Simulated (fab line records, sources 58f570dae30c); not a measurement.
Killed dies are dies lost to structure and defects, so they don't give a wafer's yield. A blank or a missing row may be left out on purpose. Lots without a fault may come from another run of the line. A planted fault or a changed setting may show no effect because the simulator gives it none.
Which tool did it? | flow berkeley_cmos170 | 7 lots, 21 wafers sampled, at 2 steps of a route of 331

WHAT THE GAUGES READ, wafer by wafer
UCB170_SDANNEAL_RS_MEAS_05: measures by four-point-probe.
lot  | measured     | on            | NLDD_RS (ohm/sq)
L973 | day 7 14:19  | film_metro-02 | 616.3 617.9 617.0
L975 | day 8 00:37  | film_metro-02 | 617.1 619.4 615.6
L977 | day 8 18:12  | film_metro-01 | 617.0 618.0 617.2
L978 | day 8 21:25  | film_metro-01 | 614.0 613.5 614.2
L981 | day 9 00:34  | film_metro-01 | 615.2 617.4 616.9
L986 | day 10 07:46 | film_metro-01 | 615.0 615.4 612.0
L992 | day 11 03:07 | film_metro-04 | 619.8 621.2 621.5

WHICH TOOL RAN EACH LOT (tool, then ch and the chambers of the sampled wafers, then the start)
lot  | UCB170_NLDD_IMPLANT_08
L973 | implanter-04 ch 0, day 7 04:43
L975 | implanter-03 ch 0, day 7 14:10
L977 | implanter-04 ch 0, day 8 08:24
L978 | implanter-02 ch 0, day 8 08:31
L981 | implanter-04 ch 0, day 8 15:23
L986 | implanter-04 ch 0, day 9 17:31
L992 | implanter-02 ch 0, day 10 15:17
- UCB170_NLDD_IMPLANT_08

THE ANSWER, worked out from the rows above alone
Rule: what is usual is taken from the lots themselves. Put in order of their means at a reading, lots are off if they are a third of the lots or fewer, leave a main group of 4 or more, and stand apart from it by a gap of 3 or more times the standard deviation of the main group's means; of several such gaps the widest counts. A main group whose means are all the same, to the digits that the tables above print for the reading, isn't used. A lot without any number at a reading at which 4 lots or more have one is off too. The other lots that the step has rows for count as sound.
No lot is off at any reading shown: from this, nothing can be told.

WHAT THE SIMULATOR HAD PUT IN
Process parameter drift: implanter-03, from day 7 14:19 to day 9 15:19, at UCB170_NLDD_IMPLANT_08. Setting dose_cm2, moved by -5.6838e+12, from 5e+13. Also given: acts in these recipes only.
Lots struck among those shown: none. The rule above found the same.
